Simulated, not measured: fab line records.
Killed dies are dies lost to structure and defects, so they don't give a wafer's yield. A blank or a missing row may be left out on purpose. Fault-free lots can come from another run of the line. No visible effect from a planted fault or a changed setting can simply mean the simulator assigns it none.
Comparing a struck lot with a sound one -- flow rit cmos -- 20 steps out of a route of 202
Sound: wafers L345.2, L345.3, L345.5. The struck wafers were L355.1, L355.2, L355.5. At the end, the cause is stated.
Order at every step that has rows: each side's tool, ch and its chambers, its first start. Under that, the readings that differ: sound wafers -- struck wafers -- difference of the means -- sigmas: that difference in standard deviations of wafers without a fault.
alike: a reading whose means differ by less than 2 such deviations, as well as words and numbers matching on both sides. not compared: withheld readings; readings where some wafer has no value; bounds like >300 that might hide an equal value; numbers whose values overlap and for which the record gives no deviation.
A row with sigmas, a row that says differs or no value, or rows on one side alone: a step with any of these is where the two part. Numbers that don't overlap but have no deviation are shown without sigmas and don't part them. A reading that every wafer of one side lacks parts them only if that side has two wafers or more.

RIT_CONTACT_CD_MEAS_08 targets a cd of 1000 nm.
  sound: cd sem-01 at day 5 06:06; struck: cd sem-01 at day 7 03:53
  alike: cd nm
RIT_CONTACT_OVL_MEAS_09:
  sound: overlay-01 at day 5 06:12; struck: overlay-02 at day 7 04:01
  alike: CONTACT_OVL
then, 1 step without rows for these wafers: RIT_CONTACT_HARDBAKE_10 (time 60 s).
RIT_CONTACT_ETCH_11: etches SiO2 in CHF3/CF4/Ar, stops on TiSi2, target depth 480 nm, time 320 s.
  sound on rie diel-03 ch 0,1,2, day 5 06:23; struck on rie diel-04 ch 0,1,2, day 7 04:12
  alike: drypump motor current A, mfc ar sccm, oes product au, throttle valve pct
  not compared: rf hours counter h
RIT_CONTACT_STRIP_12: strips in O2, time 180 s.
  sound on plasma asher-04 ch 0,1, day 5 06:35; struck on plasma asher-03 ch 0,1, day 7 04:24
  alike: drypump motor current A, o2 flow sccm
  not compared: rf hours counter h
RIT_CONTACT_CD_MEAS_90 targets a cd of 1000 nm.
  sound: cd sem-01 at day 5 06:46; struck: cd sem-02 at day 7 04:34
  alike: cd nm
then, 2 steps without rows for these wafers: RIT_CONTACT_CLEAN_13 (cleans in SC1, time 600 s); RIT_CONTACT_CLEAN_14 (cleans in SC2, time 600 s).
RIT_M1_SPUTTER_00: material Al, target thk 400 nm, time 500 s.
  sound: pvd sputter-01 at day 5 07:16; struck: pvd sputter-01 at day 7 05:04
  alike: throttle valve pct
RIT_M1_RS_MEAS_01: uses a four-point probe to measure.
  sound: film metro-03 at day 5 07:34; struck: film metro-03 at day 7 05:22
  alike: M1_AL_RS
RIT_M1_THK_MEAS_02: measures by xrf.
  sound: film metro-03 at day 5 07:41; struck: film metro-03 at day 7 05:29
  alike: M1_AL_THK
then, 1 step without rows for these wafers: RIT_M1_HMDS_03 (prime time 60 s).
RIT_M1_COAT_04: resist thk 1300 nm.
  struck on litho track-01, day 7 05:42; sound on litho track-01 ch 0, day 5 07:55
  no value came back on the struck wafers for chill plate temp C (C), dispense pressure kPa (kPa), spin speed rpm (rpm); on the sound wafers chill plate temp C (C) reads 23.03 23.25 22.92
then, 4 steps without rows for these wafers: RIT_M1_SOFTBAKE_05 (time 60 s); RIT_M1_EXPOSE_06 (exposes mask M12, target cd 2600 nm); RIT_M1_PEB_07; RIT_M1_DEVELOP_08 (develop time 68 s).
RIT_M1_CD_MEAS_09 targets a cd of 2600 nm.
  sound: cd sem-01 at day 5 08:46; struck: cd sem-01 at day 7 06:26
reading,sound,struck,difference,sigmas
cd nm (nm),2601.2 2599.0 2600.4,- - -,no value on the struck wafers,
RIT_M1_OVL_MEAS_10:
  sound: overlay-02 at day 5 08:52; struck: overlay-02 at day 7 06:33
reading,sound,struck,difference,sigmas
M1_OVL (nm),1.5 1.5 2.0,- - -,no value on the struck wafers,
RIT_M1_PROBE_99:
  sound: prober-02 at day 5 11:26; struck: prober-02 at day 7 09:05
reading,sound,struck,difference,sigmas
defect limited yield (%),98.1 98.1 95.8,0 0 0,-97,-81
killed_at_M0_to_M3,0 0 0,260 263 258,+260,+99 or more
killed dies,5 5 11,264 264 264,+257,+80
killed on rim,1 3 6,70 70 70,+67,+44
sort_bin_5_function (%),1.9 1.5 3.0,99.6 100.0 98.5,+97.2,+99 or more
sort n pass,259 259 253,0 0 0,-257,-80
sort yield pct (%),98.1 98.1 95.8,0 0 0,-97,-81
  alike: killed at contacts, killed at front end, killed open, killed short, sort_bin_3_pad_short, sort_bin_6_memory

== WHERE THEY PART ==
First at RIT_M1_COAT_04; last, within this record, at RIT_M1_PROBE_99.

WHY: what the simulator had put in
Step skipped in full: litho track-01, at RIT_M1_COAT_04, from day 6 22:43 onward. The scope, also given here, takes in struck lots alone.
